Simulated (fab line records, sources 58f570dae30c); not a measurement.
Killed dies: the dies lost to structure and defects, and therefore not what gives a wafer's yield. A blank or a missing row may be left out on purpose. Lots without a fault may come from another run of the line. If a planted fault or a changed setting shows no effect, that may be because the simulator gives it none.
fab line records + flow berkeleyCmos170
record
- lots=6
- wafers=18
- lastDay=11
route steps=331 shown M1@238
lots that met no fault: from a run of the same line without faults
startH: hours from the record's opening day to when the first of the lot's shown wafers began + waitH: time in hours since the lot's previous step + " unchanged from the row above + L1.1+2: several wafers, shown together as one row + - no value, or no start given + * or withheld: withheld + < > ~ a bound
route shown NAME@n: a module of which the file shows steps, and the number in the route of the first + usual: mean and standard deviation over wafers with no fault + same: alike in all rows + chamber/n: place in a boat + sites: readings site by site + _std_site: the values' standard deviation + _edge_site: mean of outer sites minus mean of inner sites + radiusMm: for every site, how far away it sits from the centre of the wafer + mask NAME#n: copy n + behind: the last tool/chamber to shape the wafer + hold: the reason the lot was held/the length of the hold in hours/how it ended + device: which transistor (n, p or np) failed to switch + end of line: the tests these same wafers got at the end of their route + a step given without rows: its recipe and nothing more + killed: at the first sort, the dies lost to defects and structure; wafer yield is something else + map: dies across one wafer; x = killed, . = not, _ = none there
set.NAME: the run value of the setting; set.NAME@STEP: its run value at that earlier step + model.NAME: the simulator's own value behind a step, which no gauge read
lots seen at some steps along the route; tables by step, rows by wafer
services: the hour from which a tool's chamber was out of use, counted from the record's first day as startH (under 0 if before that day), plus the number of hours and why
## steps
# step UCB170_M1_SPUTTER_00
# recipe
- material=Al
- targetThkNm=600
- timeS=80
- powerW=6000
- chamberPressurePa=0.5
# usual
- throttleValvePct=29.8/1.4
| lot.wafer | tool          | chamber | startH | waitH | throttleValvePct |
|-----------|---------------|---------|--------|-------|------------------|
| L889.1    | pvdSputter-01 | -       | 144.28 | 0.0   | 30.9             |
| L889.2    | "             | -       | "      | "     | 30.2             |
| L889.5    | "             | -       | "      | "     | 30.8             |
| L890.1    | pvdSputter-02 | -       | 146.00 | 0.0   | 32.2             |
| L890.3    | "             | -       | "      | "     | 29.5             |
| L890.5    | "             | -       | "      | "     | 29.8             |
| L901.4    | pvdSputter-01 | -       | 205.40 | 0.0   | 30.4             |
| L901.5    | "             | -       | "      | "     | 30.4             |
| L901.6    | "             | -       | "      | "     | 31.3             |
| L903.3    | pvdSputter-04 | -       | 212.95 | 0.0   | 29.3             |
| L903.4    | "             | -       | "      | "     | 28.3             |
| L903.6    | "             | -       | "      | "     | 30.3             |
| L906.4    | pvdSputter-02 | -       | 238.05 | 0.0   | 29.8             |
| L906.5    | "             | -       | "      | "     | 29.5             |
| L906.6    | "             | -       | "      | "     | 29.6             |
| L908.3    | pvdSputter-02 | -       | 239.69 | 0.0   | 29.6             |
| L908.4    | "             | -       | "      | "     | 32.5             |
| L908.6    | "             | -       | "      | "     | 29.7             |
# step UCB170_M1_RS_MEAS_01
# recipe
- thkMeasGauge=four-point-probe
- reads=Al_of_M1_SPUTTER_00
# usual
- M1_AL_RS=0.0483/0.00057
| lot.wafer | tool         | chamber | startH | waitH | M1_AL_RS[ohm/sq] |
|-----------|--------------|---------|--------|-------|------------------|
| L889.1    | filmMetro-02 | -       | 144.34 | 0.0   | 0.0494           |
| L889.2    | "            | -       | "      | "     | 0.0484           |
| L889.5    | "            | -       | "      | "     | 0.0494           |
| L890.1    | filmMetro-01 | -       | 146.07 | 0.0   | 0.0491           |
| L890.3    | "            | -       | "      | "     | 0.0492           |
| L890.5    | "            | -       | "      | "     | 0.0489           |
| L901.4    | filmMetro-03 | -       | 205.52 | 0.1   | 0.0480           |
| L901.5    | "            | -       | "      | "     | 0.0477           |
| L901.6    | "            | -       | "      | "     | 0.0482           |
| L903.3    | filmMetro-03 | -       | 213.06 | 0.1   | 0.0488           |
| L903.4    | "            | -       | "      | "     | 0.0477           |
| L903.6    | "            | -       | "      | "     | 0.0482           |
| L906.4    | filmMetro-01 | -       | 238.17 | 0.1   | 0.0496           |
| L906.5    | "            | -       | "      | "     | 0.0494           |
| L906.6    | "            | -       | "      | "     | 0.0494           |
| L908.3    | filmMetro-02 | -       | 239.79 | 0.1   | 0.0484           |
| L908.4    | "            | -       | "      | "     | 0.0488           |
| L908.6    | "            | -       | "      | "     | 0.0481           |
# step UCB170_M1_THK_MEAS_02
# recipe
- thkMeasGauge=xrf
- reads=Al_of_M1_SPUTTER_00
# usual
- M1_AL_THK=595/7.4
| lot.wafer | tool         | chamber | startH | waitH | M1_AL_THK[nm] |
|-----------|--------------|---------|--------|-------|---------------|
| L889.1    | filmMetro-02 | -       | 144.46 | 0.1   | 585           |
| L889.2    | "            | -       | "      | "     | 601           |
| L889.5    | "            | -       | "      | "     | 587           |
| L890.1    | filmMetro-01 | -       | 146.19 | 0.1   | 587           |
| L890.3    | "            | -       | "      | "     | 585           |
| L890.5    | "            | -       | "      | "     | 590           |
| L901.4    | filmMetro-03 | -       | 205.61 | 0.1   | 594           |
| L901.5    | "            | -       | "      | "     | 596           |
| L901.6    | "            | -       | "      | "     | 591           |
| L903.3    | filmMetro-03 | -       | 213.16 | 0.1   | 583           |
| L903.4    | "            | -       | "      | "     | 594           |
| L903.6    | "            | -       | "      | "     | 590           |
| L906.4    | filmMetro-01 | -       | 238.26 | 0.1   | 588           |
| L906.5    | "            | -       | "      | "     | 588           |
| L906.6    | "            | -       | "      | "     | 591           |
| L908.3    | filmMetro-02 | -       | 239.89 | 0.1   | 593           |
| L908.4    | "            | -       | "      | "     | 588           |
| L908.6    | "            | -       | "      | "     | 597           |
# step UCB170_M1_COAT_03
# recipe
- resist=BARC
- tempC=withheld
- timeS=withheld
- spinRpm=3000
- resistThkNm=withheld
# step UCB170_M1_COAT_04
# recipe
- resist=KrF
- spinRpm=1500
- resistThkNm=900
# step UCB170_M1_SOFTBAKE_05
# recipe
- resist=KrF
- tempC=130
- timeS=60
# step UCB170_M1_EXPOSE_06
# recipe
- maskId=METAL1
- targetCdNm=700
- na=0.5
- sigmaOuter=0.6
- sourceShape=conventional
- doseMj=20.57
# step UCB170_M1_PEB_07
# recipe
- pebTempC=130
- pebTimeS=withheld
- resist=KrF
# step UCB170_M1_DEVELOP_08
# recipe
- developer=TMAH
- developTimeS=45
- resist=KrF
- devTempC=21
# step UCB170_M1_CD_MEAS_09
# recipe
- targetCdNm=700
# usual
- cdNm=700.2/1.3
| lot.wafer | tool     | chamber | startH | waitH | cdNm  |
|-----------|----------|---------|--------|-------|-------|
| L889.1    | cdSem-02 | -       | 146.01 | -     | 701.2 |
| L889.2    | "        | -       | "      | "     | 700.7 |
| L889.5    | "        | -       | "      | "     | 699.1 |
| L890.1    | cdSem-02 | -       | 147.30 | -     | 701.9 |
| L890.3    | "        | -       | "      | "     | 700.9 |
| L890.5    | "        | -       | "      | "     | 701.4 |
| L901.4    | cdSem-02 | -       | 207.04 | -     | 700.5 |
| L901.5    | "        | -       | "      | "     | 702.6 |
| L901.6    | "        | -       | "      | "     | 700.4 |
| L903.3    | cdSem-02 | -       | 214.42 | -     | 703.2 |
| L903.4    | "        | -       | "      | "     | 702.3 |
| L903.6    | "        | -       | "      | "     | 702.6 |
| L906.4    | cdSem-02 | -       | 239.19 | -     | 700.2 |
| L906.5    | "        | -       | "      | "     | 698.2 |
| L906.6    | "        | -       | "      | "     | 699.3 |
| L908.3    | cdSem-02 | -       | 240.94 | -     | 699.5 |
| L908.4    | "        | -       | "      | "     | 699.0 |
| L908.6    | "        | -       | "      | "     | 700.0 |
# step UCB170_M1_OVL_MEAS_10
# usual
- M1_OVL=0/4.8
| lot.wafer | tool       | chamber | startH | waitH | M1_OVL[nm] |
|-----------|------------|---------|--------|-------|------------|
| L889.1    | overlay-01 | -       | 146.13 | 0.1   | -2         |
| L889.2    | "          | -       | "      | "     | -2         |
| L889.5    | "          | -       | "      | "     | -4         |
| L890.1    | overlay-02 | -       | 147.42 | 0.1   | -7         |
| L890.3    | "          | -       | "      | "     | -6         |
| L890.5    | "          | -       | "      | "     | -4         |
| L901.4    | overlay-01 | -       | 207.12 | 0.1   | -2         |
| L901.5    | "          | -       | "      | "     | 5          |
| L901.6    | "          | -       | "      | "     | -2         |
| L903.3    | overlay-02 | -       | 214.51 | 0.1   | 9          |
| L903.4    | "          | -       | "      | "     | 1          |
| L903.6    | "          | -       | "      | "     | 4          |
| L906.4    | overlay-01 | -       | 239.27 | 0.1   | 0          |
| L906.5    | "          | -       | "      | "     | -3         |
| L906.6    | "          | -       | "      | "     | -1         |
| L908.3    | overlay-02 | -       | 241.03 | 0.1   | 4          |
| L908.4    | "          | -       | "      | "     | 4          |
| L908.6    | "          | -       | "      | "     | 6          |
# step UCB170_M1_ETCH_11
# recipe
- chemistry=N2/H2
- targetDepthA=withheld
- overetchA=withheld
- target=BARC
- timeS=withheld
- sourceW=500
- biasW=100
- pressureMtorr=30
- n2FlowSccm=100
- h2FlowSccm=200
# usual
- drypumpMotorCurrentA=5.7/0.5
- oesProductAu=1.000/0.024
- throttleValvePct=13.28/0.17
| lot.wafer | tool       | chamber | startH | waitH | drypumpMotorCurrentA | oesProductAu | throttleValvePct |
|-----------|------------|---------|--------|-------|----------------------|--------------|------------------|
| L889.1    | rieDiel-03 | 3       | 146.17 | 0.0   | 6.3                  | 1.023        | 13.28            |
| L889.2    | "          | 2       | "      | "     | 6.0                  | 0.979        | 13.26            |
| L889.5    | "          | 2       | "      | "     | 6.0                  | 0.981        | 13.26            |
| L890.1    | rieDiel-02 | 0       | 147.46 | 0.0   | 5.9                  | 1.022        | 13.24            |
| L890.3    | "          | 3       | "      | "     | 6.4                  | 0.999        | 13.54            |
| L890.5    | "          | 0       | "      | "     | 5.9                  | 1.030        | 13.22            |
| L901.4    | rieDiel-01 | 0       | 207.16 | 0.0   | 4.9                  | 0.970        | 13.61            |
| L901.5    | "          | 1       | "      | "     | 5.9                  | 0.993        | 13.02            |
| L901.6    | "          | 3       | "      | "     | 6.1                  | 1.031        | 13.13            |
| L903.3    | rieDiel-03 | 2       | 214.53 | 0.0   | 6.0                  | 0.993        | 13.25            |
| L903.4    | "          | 0       | "      | "     | 5.5                  | 1.015        | 12.95            |
| L903.6    | "          | 3       | "      | "     | 6.3                  | 1.040        | 13.26            |
| L906.4    | rieDiel-02 | 3       | 239.28 | 0.0   | 6.4                  | 0.984        | 13.55            |
| L906.5    | "          | 0       | "      | "     | 5.9                  | 1.042        | 13.22            |
| L906.6    | "          | 3       | "      | "     | 6.4                  | 0.981        | 13.53            |
| L908.3    | rieDiel-03 | 3       | 241.06 | 0.0   | 6.3                  | 1.026        | 13.27            |
| L908.4    | "          | 1       | "      | "     | 4.9                  | 0.976        | 13.32            |
| L908.6    | "          | 1       | "      | "     | 4.9                  | 0.976        | 13.32            |
# step UCB170_M1_METAL_ETCH_12
# recipe
- chemistry=Cl2/BCl3
- target=Al
- stopOn=PSG
- pressureMtorr=12
- targetDepthA=7800
- overEtchFrac=0.3
- timeS=130
- icpW=600
- biasW=120
- Cl2_flow_sccm=90
- bcl3FlowSccm=45
# usual
- drypumpMotorCurrentA=5.7/0.46
- oesProductAu=0.859/0.012
- throttleValvePct=24.3/0.38
# same
- overEtchFrac=0.3
| lot.wafer | tool        | chamber | startH | waitH | drypumpMotorCurrentA | oesProductAu | rfHoursCounterH | throttleValvePct | model.KrF_of_M1_COAT_04.thkNm | model.M1.featureDepthNm | model.etch.depthNm |
|-----------|-------------|---------|--------|-------|----------------------|--------------|-----------------|------------------|-------------------------------|-------------------------|--------------------|
| L889.1    | rieMetal-04 | 1       | 146.21 | -     | 6.7                  | 0.842        | 1.3             | 23.8             | 470.7                         | 624.6                   | 589.8              |
| L889.2    | "           | 0       | "      | "     | 5.1                  | 0.847        | 7.5             | 24.8             | 421.3                         | 642.2                   | 602.9              |
| L889.5    | "           | 0       | "      | "     | 5.2                  | 0.841        | -               | 24.8             | 418.5                         | 629.3                   | 589.9              |
| L890.1    | rieMetal-01 | 0       | 147.50 | -     | 5.4                  | 0.846        | 4.0             | 24.8             | 424.6                         | 631.7                   | 593.5              |
| L890.3    | "           | 1       | "      | "     | 5.5                  | 0.858        | -               | 23.9             | 435.7                         | 629.7                   | 591.8              |
| L890.5    | "           | 0       | "      | "     | 5.4                  | 0.858        | -               | 24.7             | 426.7                         | 634                     | 595.8              |
| L901.4    | rieMetal-01 | 1       | 207.23 | -     | 5.5                  | 0.744        | -               | 24.0             | 619.2                         | 464.2                   | 464.2              |
| L901.5    | "           | 0       | "      | "     | 5.4                  | 0.765        | -               | 24.8             | 619                           | 468.4                   | 468.4              |
| L901.6    | "           | 1       | "      | "     | 5.5                  | 0.756        | -               | 24.0             | 620.9                         | 464.5                   | 464.5              |
| L903.3    | rieMetal-01 | 1       | 214.62 | -     | 5.5                  | 0.747        | -               | 24.0             | 620.9                         | 463                     | 463                |
| L903.4    | "           | 0       | "      | "     | 5.4                  | 0.757        | -               | 24.8             | 612.8                         | 471.7                   | 471.7              |
| L903.6    | "           | 1       | "      | "     | 5.5                  | 0.753        | -               | 24.0             | 618.7                         | 463.4                   | 463.4              |
| L906.4    | rieMetal-02 | 0       | 239.37 | -     | 5.8                  | 0.861        | -               | 24.2             | 439.5                         | 625.6                   | 587.8              |
| L906.5    | "           | 0       | "      | "     | 5.8                  | 0.865        | -               | 24.2             | 435.3                         | 627.7                   | 589.8              |
| L906.6    | "           | 1       | "      | "     | 5.7                  | 0.846        | -               | 24.3             | 433.6                         | 629.4                   | 591.6              |
| L908.3    | rieMetal-04 | 0       | 241.14 | -     | 5.1                  | 0.850        | -               | 24.9             | 423.8                         | 639.8                   | 600.4              |
| L908.4    | "           | 1       | "      | "     | 6.7                  | 0.845        | -               | 23.8             | 473                           | 629.8                   | 595.4              |
| L908.6    | "           | 1       | "      | "     | 6.7                  | 0.848        | -               | 23.8             | 467.1                         | 639.5                   | 604.8              |
# step UCB170_M1_STRIP_13
# recipe
- chemistry=O2
- powerW=400
- pressureMtorr=3500
- platenTempC=withheld
- o2FlowSccm=400
- overashFraction=0.5
# usual
- drypumpMotorCurrentA=5.6/0.34
- oesProductAu=0.720/0.0043
| lot.wafer | tool           | chamber | startH | waitH | drypumpMotorCurrentA | oesProductAu | rfHoursCounterH |
|-----------|----------------|---------|--------|-------|----------------------|--------------|-----------------|
| L889.1    | plasmaAsher-04 | 1       | 146.35 | 0.1   | 5.7                  | 0.727        | 35              |
| L889.2    | "              | 0       | "      | "     | 5.6                  | 0.727        | 35              |
| L889.5    | "              | 0       | "      | "     | 5.6                  | 0.725        | -               |
| L890.1    | plasmaAsher-04 | 0       | 147.63 | 0.1   | 5.6                  | 0.724        | 35              |
| L890.3    | "              | 0       | "      | "     | 5.6                  | 0.721        | -               |
| L890.5    | "              | 0       | "      | "     | 5.6                  | 0.726        | -               |
| L901.4    | plasmaAsher-04 | 1       | 207.35 | 0.1   | 5.7                  | 0.723        | -               |
| L901.5    | "              | 0       | "      | "     | 5.6                  | 0.720        | -               |
| L901.6    | "              | 1       | "      | "     | 5.8                  | 0.723        | -               |
| L903.3    | plasmaAsher-03 | 0       | 214.74 | 0.1   | 5.7                  | 0.718        | -               |
| L903.4    | "              | 1       | "      | "     | 5.6                  | 0.728        | -               |
| L903.6    | "              | 0       | "      | "     | 5.7                  | 0.725        | -               |
| L906.4    | plasmaAsher-03 | 0       | 239.49 | 0.1   | 5.7                  | 0.722        | -               |
| L906.5    | "              | 0       | "      | "     | 5.7                  | 0.718        | -               |
| L906.6    | "              | 1       | "      | "     | 5.7                  | 0.712        | -               |
| L908.3    | plasmaAsher-03 | 1       | 241.27 | 0.1   | 5.6                  | 0.718        | -               |
| L908.4    | "              | 0       | "      | "     | 5.7                  | 0.726        | -               |
| L908.6    | "              | 1       | "      | "     | 5.6                  | 0.712        | -               |
# step UCB170_M1_CD_MEAS_90
# recipe
- targetCdNm=700
# usual
- cdNm=698.7/2.4
| lot.wafer | tool     | chamber | startH | waitH | cdNm  |
|-----------|----------|---------|--------|-------|-------|
| L889.1    | cdSem-02 | -       | 146.45 | 0.1   | 700.7 |
| L889.2    | "        | -       | "      | "     | 698.0 |
| L889.5    | "        | -       | "      | "     | 694.2 |
| L890.1    | cdSem-02 | -       | 147.73 | 0.1   | 698.0 |
| L890.3    | "        | -       | "      | "     | 699.4 |
| L890.5    | "        | -       | "      | "     | 695.9 |
| L901.4    | cdSem-01 | -       | 207.48 | 0.1   | 714.4 |
| L901.5    | "        | -       | "      | "     | 712.6 |
| L901.6    | "        | -       | "      | "     | 715.3 |
| L903.3    | cdSem-01 | -       | 214.85 | 0.1   | 712.8 |
| L903.4    | "        | -       | "      | "     | 713.0 |
| L903.6    | "        | -       | "      | "     | 713.0 |
| L906.4    | cdSem-01 | -       | 239.62 | 0.1   | 697.2 |
| L906.5    | "        | -       | "      | "     | 697.0 |
| L906.6    | "        | -       | "      | "     | 696.6 |
| L908.3    | cdSem-01 | -       | 241.37 | 0.1   | 697.7 |
| L908.4    | "        | -       | "      | "     | 696.8 |
| L908.6    | "        | -       | "      | "     | 698.1 |
# step UCB170_M1_ANNEAL_14
# recipe
- tempC=400
- timeS=1200
- ambient=formingGas
## services
| tool           | chamber | startH | hours | kind          |
|----------------|---------|--------|-------|---------------|
| rieDiel-02     | -       | 128.74 | 2.7   | repair        |
| rieDiel-03     | -       | 133.05 | 2.8   | pm            |
| plasmaAsher-03 | -       | 135.26 | 1.9   | repair        |
| rieDiel-01     | 2       | 136.23 | -     | clean         |
| rieDiel-01     | 2       | 136.23 | 28.1  | scheduledDown |
| rieDiel-01     | 2       | 136.23 | 28.1  | ventCycle     |
| pvdSputter-04  | -       | 143.17 | 3.4   | repair        |
| rieDiel-02     | 0       | 153.53 | 7.5   | repair        |
| pvdSputter-01  | -       | 167.96 | 1.8   | repair        |
| pvdSputter-02  | -       | 188.63 | 1.7   | repair        |
| pvdSputter-01  | -       | 194.75 | 3.0   | repair        |
| rieDiel-01     | 2       | 203.79 | 6.1   | repair        |
| pvdSputter-01  | -       | 228.90 | 0.7   | repair        |
| pvdSputter-01  | -       | 230.94 | 0.9   | repair        |
| pvdSputter-04  | -       | 236.19 | 9.1   | repair        |
## key
firstSign
- step=UCB170_M1_METAL_ETCH_12
- reading=oesProductAu
- direction=down
- sigmas=9.1
- usual=0.859
- struck=0.754
effect
- step=UCB170_M1_CD_MEAS_90
- reading=cdNm
- direction=up
- sigmas=6.3
- usual=698.7
- struck=713.5
modelEffect
- step=UCB170_M1_METAL_ETCH_12
- value=KrF_of_M1_COAT_04.thkNm
- without=430.1
- struck=618.6
metAt UCB170_M1_METAL_ETCH_12
struckWafers L901.4,L901.5,L901.6,L903.3,L903.4,L903.6
laterRowsLeftOut L901.4,L901.5,L901.6,L903.3,L903.4,L903.6
sortLeftOut L901.4,L901.5,L901.6,L903.3,L903.4,L903.6
onsetBetween 147.50 207.23
fault
- kind=processParameterDrift
- tool=rieMetal-01
- chamber=-
- onsetH=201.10
- steps=UCB170_M1_METAL_ETCH_12
- channel=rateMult
- offset=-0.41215
- shape=step
- endH=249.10
# sortLeftOut: the simulated sort isn't trusted on such a fault, so these wafers' sort isn't shown, and their yield isn't known
# laterRowsLeftOut: the simulator's readings of these wafers behind a module that went badly wrong aren't trusted and aren't shown, but for the sort
